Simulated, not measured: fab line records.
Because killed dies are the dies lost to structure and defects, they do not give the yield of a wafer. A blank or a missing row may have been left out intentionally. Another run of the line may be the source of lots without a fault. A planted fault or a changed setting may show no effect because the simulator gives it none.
Which tool did it?	flow rit-cmos	14 lots, 42 wafers sampled, at 5 steps of a route of 202

## WHAT THE GAUGES READ, wafer by wafer
RIT_ACTIVE_BOW_MEAS_00.
lot	measured	on	INCOMING_BOW (um)
L559	day 1 15:01	film-metro-03	-6 -4 -5
L560	day 1 20:00	film-metro-03	6 6 0
L561	day 2 01:00	film-metro-03	2 -7 4
L562	day 2 06:00	film-metro-01	-2 -2 1
L563	day 2 11:02	film-metro-04	2 9 -3
L564	day 2 16:01	film-metro-04	3 -7 3
L565	day 2 21:02	film-metro-01	2 -6 -2
L567	day 3 07:00	film-metro-04	-5 6 -4
L570	day 3 22:01	film-metro-04	6 -8 -2
L574	day 4 18:01	film-metro-03	1 4 4
L576	day 5 04:02	film-metro-01	-11 5 -6
L577	day 5 09:00	film-metro-04	-3 -2 -1
L578	day 5 14:00	film-metro-04	-6 3 -4
L580	day 6 00:04	film-metro-01	-11 12 -3

RIT_ACTIVE_THK_MEAS_02.
lot	measured	on	ACTIVE_OXIDE_THK (nm)
L559	day 1 19:02	film-metro-03	45.5 45.4 45.9
L560	day 1 22:24	film-metro-04	46.2 46.4 46.8
L561	day 2 04:28	film-metro-03	46.8 47.9 47.2
L562	day 2 08:03	film-metro-03	47.0 47.0 46.7
L563	day 2 14:49	film-metro-03	46.2 46.3 47.1
L564	day 2 20:53	film-metro-03	47.2 46.7 47.4
L565	day 3 05:14	film-metro-01	46.8 47.0 47.9
L567	day 3 12:14	film-metro-03	46.4 46.3 47.1
L570	day 4 01:38	film-metro-03	46.3 46.8 45.9
L574	day 4 20:22	film-metro-01	59.9 59.7 59.5
L576	day 5 06:04	film-metro-04	46.7 46.3 46.8
L577	day 5 11:03	film-metro-01	59.3 58.8 59.1
L578	day 5 16:03	film-metro-01	46.7 46.5 47.4
L580	day 6 02:05	film-metro-04	46.6 45.9 45.9

RIT_PRETRO_OVL_MEAS_06.
lot	measured	on	PRETRO_OVL (nm)
L559	day 2 20:00	overlay-01	0.5 -1.0 -0.6
L560	day 2 19:45	overlay-02	-0.3 -0.4 -0.6
L561	day 3 05:00	overlay-02	1.3 0.9 0.6
L562	day 3 13:05	overlay-02	2.2 -0.2 -1.1
L563	day 3 18:47	overlay-02	1.8 -0.6 0.4
L564	day 3 22:26	overlay-01	0.5 0.3 -0.6
L565	day 4 04:31	overlay-02	-2.6 -2.5 -2.5
L567	day 4 08:54	overlay-02	-0.1 -1.0 -1.6
L570	day 4 22:17	overlay-01	-2.3 -4.4 -2.4
L574	day 5 17:08	overlay-02	-0.7 2.0 2.5
L576	day 6 02:20	overlay-02	-1.8 -1.5 -1.8
L577	day 6 07:16	overlay-02	1.2 -1.0 0.0
L578	day 6 11:22	overlay-02	-1.5 -0.6 -1.3
L580	day 7 01:38	overlay-01	-0.9 -0.5 -1.8

## EACH LOT AND THE TOOL THAT RAN IT (in order: tool; ch and the chambers of the sampled wafers; start)
lot	RIT_ACTIVE_OXIDATION_01	RIT_ACTIVE_STRIP_14
L559	furnace-01 ch 0, day 1 17:06	plasma-asher-01 ch 0,1, day 1 21:57
L560	furnace-04 ch 0, day 1 20:28	plasma-asher-04 ch 0,1, day 2 01:11
L561	furnace-04 ch 0, day 2 02:32	plasma-asher-04 ch 0,1, day 2 07:22
L562	furnace-01 ch 0, day 2 06:07	plasma-asher-03 ch 0,1, day 2 10:50
L563	furnace-04 ch 0, day 2 12:52	plasma-asher-01 ch 0,1, day 2 17:52
L564	furnace-04 ch 0, day 2 18:56	plasma-asher-04 ch 0,1, day 2 23:47
L565	furnace-04 ch 0, day 3 03:17	plasma-asher-03 ch 0,1, day 3 08:04
L567	furnace-04 ch 0, day 3 10:17	plasma-asher-03 ch 0,1, day 3 15:08
L570	furnace-04 ch 0, day 3 23:41	plasma-asher-01 ch 0,1, day 4 05:06
L574	furnace-01 ch 0, day 4 18:25	plasma-asher-03 ch 0,1, day 4 23:18
L576	furnace-02 ch 0, day 5 04:07	plasma-asher-03 ch 0,1, day 5 09:37
L577	furnace-01 ch 0, day 5 09:07	plasma-asher-04 ch 0,1, day 5 13:58
L578	furnace-02 ch 0, day 5 14:07	plasma-asher-03 ch 0,1, day 5 19:03
L580	furnace-02 ch 0, day 6 00:07	plasma-asher-03 ch 0,1, day 6 05:02
- RIT_ACTIVE_OXIDATION_01: target thk 46.8 nm, ox time 3360 s.
- RIT_ACTIVE_STRIP_14: strips in O2, time 180 s.

## WHAT THE TOOLS THEMSELVES READ (means of the sampled wafers that have a number; where no wafer has one, the mark that the record gives instead)
RIT_ACTIVE_OXIDATION_01.
lot	tool	spike-tc-centre-C (C)	spike-tc-load-C (C)	spike-tc-source-C (C)	tube-center-temp-C (C)	tube_center_temp_C_max	zone-power-centre-pct (%)
L559	furnace-01	1002.5	1022.7	1023	1000	1002.2	45.7
L560	furnace-04	1000.1	1023.9	1028	1000	1002.6	46.7
L561	furnace-04	1000.4	1026.0	1029	1000	1003.0	46.3
L562	furnace-01	1003.6	1023.4	1022	1000	1003.0	45.3
L563	furnace-04	999.3	1024.8	1029	1000	1002.9	46.2
L564	furnace-04	1001.0	1025.7	1029	1000	1002.9	46.1
L565	furnace-04	1000.9	1024.4	1028	1000	1002.5	46.4
L567	furnace-04	1001.4	1024.6	1028	1000	1002.7	45.9
L570	furnace-04	1000.8	1025.1	1028	1000	1002.7	46.4
L574	furnace-01	1028.4	1048.3	1046	1025	1027.4	46.9
L576	furnace-02	1001.1	1029.2	1027	1000	1002.8	45.6
L577	furnace-01	1027.6	1047.7	1046	1025	1027.3	47.0
L578	furnace-02	1000.9	1028.6	1026	1000	1002.5	45.4
L580	furnace-02	1001.7	1027.7	1026	1000	1002.4	45.5

RIT_ACTIVE_STRIP_14.
lot	tool	drypump-motor-current-A (A)
L559	plasma-asher-01	5.7
L560	plasma-asher-04	6.3
L561	plasma-asher-04	6.0
L562	plasma-asher-03	5.9
L563	plasma-asher-01	5.7
L564	plasma-asher-04	6.3
L565	plasma-asher-03	5.8
L567	plasma-asher-03	5.9
L570	plasma-asher-01	5.6
L574	plasma-asher-03	5.9
L576	plasma-asher-03	5.8
L577	plasma-asher-04	6.0
L578	plasma-asher-03	5.9
L580	plasma-asher-03	5.9

## THE ANSWER, worked out from the rows above alone
Rule: the usual values come from the lots themselves. The widest of any qualifying gaps counts: lots, ordered by their means at a reading, are off when they make up no more than a third of the lots, leave a main group of 4 or more, and stand apart from it by 3 or more times the standard deviation of that group's means. Not used: any main group whose means are identical at the precision the tables above print for the reading. Also off: a lot with no number at a reading for which 4 or more lots have one. Any other lot the step has rows for is counted as sound. Order of review: gauges by route order, followed by the tools' own readings, for which a lot's mean as printed above is used. The first step at which some lot is off is used, and at that step the reading that is off furthest; a lot without a number counts as furthest.
Off: L574, L577, seen at RIT_ACTIVE_THK_MEAS_02 (ACTIVE_OXIDE_THK). The main group has a mean of 46.6 nm with a standard deviation of 0.47.
A tool fits if, at a process step before that reading, it ran every lot that is off, and no sound lot after the first of them. The gauges at RIT_ACTIVE_THK_MEAS_02 aren't tried: what is off there is off at RIT_ACTIVE_OXIDATION_01 too, on other tools, and a gauge's error can't cause that. One fits: RIT_ACTIVE_OXIDATION_01 on furnace-01. A fault onset in the window from L562 (day 2 06:07, its last sound lot) to L574 (day 4 18:25, its first lot off) fits.
The tool's own readings at RIT_ACTIVE_OXIDATION_01 bear it out: on the lots that are off they differ by more than 5 times the standard deviation of the sound lots' means. spike-tc-centre-C reads 1028.0 C there against 1001.1 C on the sound lots; spike-tc-load-C reads 1048.0 C there against 1025.5 C on the sound lots; spike-tc-source-C reads 1046 C there against 1027 C on the sound lots; tube-center-temp-C reads 1025 C there against 1000 C on the sound lots; tube_center_temp_C_max reads 1027.3 there against 1002.7 on the sound lots.

## WHAT WAS PUT IN BY THE SIMULATOR
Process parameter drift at RIT_ACTIVE_OXIDATION_01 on furnace-01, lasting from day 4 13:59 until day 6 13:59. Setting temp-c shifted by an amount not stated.
Struck lots among those shown: L574, L577. The rule above reached the same finding.
